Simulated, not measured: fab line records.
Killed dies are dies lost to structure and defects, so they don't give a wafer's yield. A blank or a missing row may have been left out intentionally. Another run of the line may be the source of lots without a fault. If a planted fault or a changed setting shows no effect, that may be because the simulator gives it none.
Which of the tools did it? / flow ritCmos / 42 wafers from 14 lots sampled at 4 of the route's 202 steps

WHAT THE GAUGES SHOWED, per wafer
RIT_NWELL_TW_MEAS_10. Usual: NWELL_TW gives 2155 (standard deviation 16).
lot=L178; measured=day 2 02:01; on=filmMetro-04; NWELL_TW=2163 2155 2160; flag=
lot=L180; measured=day 2 14:23; on=filmMetro-01; NWELL_TW=2130 2129 2123; flag=
lot=L181; measured=day 2 17:55; on=filmMetro-03; NWELL_TW=2150 2142 2155; flag=
lot=L183; measured=day 3 01:54; on=filmMetro-04; NWELL_TW=2164 2157 2153; flag=
lot=L184; measured=day 3 07:42; on=filmMetro-04; NWELL_TW=2160 2146 2160; flag=
lot=L185; measured=day 4 05:29; on=filmMetro-04; NWELL_TW=2149 2146 2156; flag=
lot=L186; measured=day 4 05:40; on=filmMetro-03; NWELL_TW=2168 2173 2187; flag=
lot=L188; measured=day 4 10:40; on=filmMetro-04; NWELL_TW=2144 2156 2161; flag=
lot=L187; measured=day 4 10:47; on=filmMetro-03; NWELL_TW=2175 2179 2176; flag=
lot=L189; measured=day 4 10:54; on=filmMetro-04; NWELL_TW=2150 2151 2161; flag=
lot=L190; measured=day 4 23:40; on=filmMetro-04; NWELL_TW=2159 2156 2146; flag=
lot=L191; measured=day 4 23:56; on=filmMetro-01; NWELL_TW=2116 2109 2123; flag=
lot=L199; measured=day 6 09:36; on=filmMetro-03; NWELL_TW=2233 2230 2230; flag=OFF
lot=L200; measured=day 6 13:02; on=filmMetro-04; NWELL_TW=2234 2240 2221; flag=OFF

RIT_WELLDRIVE_RS_MEAS_01: uses a four-point probe to measure. Usual: NWELL_RS gives 275.2 ohm/sq (standard deviation 0.6).
lot=L178; measured=day 2 12:16; on=filmMetro-04; NWELL_RS (ohm/sq)=276.2 274.8 275.7; flag=
lot=L180; measured=day 2 21:56; on=filmMetro-03; NWELL_RS (ohm/sq)=275.2 275.6 274.5; flag=
lot=L181; measured=day 3 01:11; on=filmMetro-04; NWELL_RS (ohm/sq)=274.5 275.4 274.5; flag=
lot=L183; measured=day 3 13:12; on=filmMetro-04; NWELL_RS (ohm/sq)=275.0 274.6 276.0; flag=
lot=L184; measured=day 4 01:25; on=filmMetro-01; NWELL_RS (ohm/sq)=274.8 276.0 275.8; flag=
lot=L185; measured=day 4 16:26; on=filmMetro-01; NWELL_RS (ohm/sq)=274.5 275.0 274.5; flag=
lot=L186; measured=day 4 16:26; on=filmMetro-04; NWELL_RS (ohm/sq)=275.2 274.7 274.1; flag=
lot=L188; measured=day 4 21:34; on=filmMetro-04; NWELL_RS (ohm/sq)=275.6 275.1 275.3; flag=
lot=L187; measured=day 4 21:32; on=filmMetro-01; NWELL_RS (ohm/sq)=275.9 275.7 275.9; flag=
lot=L189; measured=day 4 21:35; on=filmMetro-03; NWELL_RS (ohm/sq)=275.2 275.8 274.6; flag=
lot=L190; measured=day 5 06:49; on=filmMetro-04; NWELL_RS (ohm/sq)=274.7 276.4 276.1; flag=
lot=L191; measured=day 5 09:29; on=filmMetro-01; NWELL_RS (ohm/sq)=274.9 274.7 275.5; flag=
lot=L199; measured=day 6 17:03; on=filmMetro-01; NWELL_RS (ohm/sq)=258.8 258.3 258.9; flag=OFF
lot=L200; measured=day 6 20:13; on=filmMetro-03; NWELL_RS (ohm/sq)=258.5 258.4 258.9; flag=OFF

RIT_M1_BOW_MEAS_16. Usual: M1_BOW gives 16 um (standard deviation 6.2).
lot=L178; measured=day 3 20:20; on=filmMetro-03; M1_BOW (um)=16 19 10; flag=
lot=L180; measured=day 4 22:25; on=filmMetro-01; M1_BOW (um)=25 20 7; flag=
lot=L181; measured=day 5 02:36; on=filmMetro-01; M1_BOW (um)=16 10 19; flag=
lot=L183; measured=day 5 10:43; on=filmMetro-01; M1_BOW (um)=17 11 16; flag=
lot=L184; measured=day 5 12:13; on=filmMetro-02; M1_BOW (um)=16 18 23; flag=
lot=L185; measured=day 6 06:25; on=filmMetro-02; M1_BOW (um)=25 24 6; flag=
lot=L186; measured=day 6 07:55; on=filmMetro-01; M1_BOW (um)=23 21 13; flag=
lot=L188; measured=day 6 10:22; on=filmMetro-01; M1_BOW (um)=4 15 12; flag=
lot=L187; measured=day 6 14:16; on=filmMetro-01; M1_BOW (um)=12 2 14; flag=
lot=L189; measured=day 6 15:46; on=filmMetro-03; M1_BOW (um)=14 19 30; flag=
lot=L190; measured=day 6 21:16; on=filmMetro-02; M1_BOW (um)=18 20 13; flag=
lot=L191; measured=day 6 19:47; on=filmMetro-01; M1_BOW (um)=15 11 7; flag=
lot=L199; measured=day 7 22:20; on=filmMetro-03; M1_BOW (um)=12 23 7; flag=
lot=L200; measured=day 8 03:34; on=filmMetro-01; M1_BOW (um)=14 21 15; flag=

WHICH TOOL RAN EACH LOT (tool, then ch and the chambers of the sampled wafers, then the start)
lot=L178; RIT_NWELL_IMPLANT_08=implanter-02 ch 0, day 2 01:42
lot=L180; RIT_NWELL_IMPLANT_08=implanter-02 ch 0, day 2 14:07
lot=L181; RIT_NWELL_IMPLANT_08=implanter-04 ch 0, day 2 17:35
lot=L183; RIT_NWELL_IMPLANT_08=implanter-04 ch 0, day 3 01:37
lot=L184; RIT_NWELL_IMPLANT_08=implanter-02 ch 0, day 3 07:25
lot=L185; RIT_NWELL_IMPLANT_08=implanter-02 ch 0, day 4 05:10
lot=L186; RIT_NWELL_IMPLANT_08=implanter-04 ch 0, day 4 05:21
lot=L188; RIT_NWELL_IMPLANT_08=implanter-04 ch 0, day 4 10:23
lot=L187; RIT_NWELL_IMPLANT_08=implanter-01 ch 0, day 4 10:28
lot=L189; RIT_NWELL_IMPLANT_08=implanter-04 ch 0, day 4 10:35
lot=L190; RIT_NWELL_IMPLANT_08=implanter-01 ch 0, day 4 23:20
lot=L191; RIT_NWELL_IMPLANT_08=implanter-04 ch 0, day 4 23:37
lot=L199; RIT_NWELL_IMPLANT_08=implanter-02 ch 0, day 6 09:16
lot=L200; RIT_NWELL_IMPLANT_08=implanter-02 ch 0, day 6 12:44
- RIT_NWELL_IMPLANT_08

AS READ BY THE TOOLS THEMSELVES (means over the sampled wafers that have a number; for cases with no such wafer, the mark the record gives instead)
RIT_NWELL_IMPLANT_08. Usual: beamOnS 10.02 s, standard deviation 0.2; endStationPressureTorr 5.16e-06 Torr, standard deviation 2.5e-07; faradayCurrentUA 158, standard deviation 3.
lot=L178; tool=implanter-02; beamOnS (s)=10.04; endStationPressureTorr (Torr)=5.10e-06; faradayCurrentUA=158; flag=
lot=L180; tool=implanter-02; beamOnS (s)=10.14; endStationPressureTorr (Torr)=5.37e-06; faradayCurrentUA=156; flag=
lot=L181; tool=implanter-04; beamOnS (s)=9.93; endStationPressureTorr (Torr)=5.35e-06; faradayCurrentUA=159; flag=
lot=L183; tool=implanter-04; beamOnS (s)=10.03; endStationPressureTorr (Torr)=5.11e-06; faradayCurrentUA=158; flag=
lot=L184; tool=implanter-02; beamOnS (s)=9.98; endStationPressureTorr (Torr)=5.12e-06; faradayCurrentUA=158; flag=
lot=L185; tool=implanter-02; beamOnS (s)=10.06; endStationPressureTorr (Torr)=5.04e-06; faradayCurrentUA=158; flag=
lot=L186; tool=implanter-04; beamOnS (s)=10.01; endStationPressureTorr (Torr)=5.06e-06; faradayCurrentUA=159; flag=
lot=L188; tool=implanter-04; beamOnS (s)=10.15; endStationPressureTorr (Torr)=5.15e-06; faradayCurrentUA=156; flag=
lot=L187; tool=implanter-01; beamOnS (s)=10.06; endStationPressureTorr (Torr)=5.28e-06; faradayCurrentUA=157; flag=
lot=L189; tool=implanter-04; beamOnS (s)=10.15; endStationPressureTorr (Torr)=5.18e-06; faradayCurrentUA=156; flag=
lot=L190; tool=implanter-01; beamOnS (s)=9.96; endStationPressureTorr (Torr)=5.03e-06; faradayCurrentUA=160; flag=
lot=L191; tool=implanter-04; beamOnS (s)=9.85; endStationPressureTorr (Torr)=5.25e-06; faradayCurrentUA=161; flag=
lot=L199; tool=implanter-02; beamOnS (s)=11.24; endStationPressureTorr (Torr)=4.97e-05; faradayCurrentUA=143; flag=OFF
lot=L200; tool=implanter-02; beamOnS (s)=11.20; endStationPressureTorr (Torr)=5.25e-05; faradayCurrentUA=143; flag=OFF

THE ANSWER, worked out from the rows above alone
Rule: take the mean of a lot's wafers that have a number; if it is more than 3 standard deviations from the usual mean, the lot is off. A lot without any number at a reading at which 4 lots or more have one is off too. All remaining lots with rows at the step are treated as sound. The gauges are gone through in route order, then the tools' own readings, and for those a lot's mean is taken as printed above. At the first step where some lot is off, the reading lying furthest off is the one used; lots without a number count as furthest.
Off: at RIT_NWELL_TW_MEAS_10 (NWELL_TW), L199, L200.
If a tool, at a process step before that reading, ran all the lots that are off and no sound lot after the first of them, it fits. The gauges at RIT_NWELL_TW_MEAS_10 aren't tried: what is off there is off at RIT_NWELL_IMPLANT_08 too, on other tools, and a gauge's error can't cause that. One fits: implanter-02 at RIT_NWELL_IMPLANT_08. A fault onset in the window from L185 (day 4 05:10, its last sound lot) to L199 (day 6 09:16, its first lot off) fits.
The tool's own readings at RIT_NWELL_IMPLANT_08 bear it out: on the lots that are off they differ by more than 5 times the standard deviation of the sound lots' means. beamOnS reads 11.22 s there against 10.03 s on the sound lots; endStationPressureTorr reads 5.11e-05 Torr there against 5.17e-06 Torr on the sound lots; faradayCurrentUA reads 143 there against 158 on the sound lots.

WHAT WAS PUT IN BY THE SIMULATOR
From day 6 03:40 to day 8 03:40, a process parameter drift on implanter-02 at RIT_NWELL_IMPLANT_08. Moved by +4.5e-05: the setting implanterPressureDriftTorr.
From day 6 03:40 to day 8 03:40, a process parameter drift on implanter-02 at RIT_NWELL_IMPLANT_08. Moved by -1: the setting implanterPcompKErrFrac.
Struck lots among those shown: L199, L200. The rule above found the same.
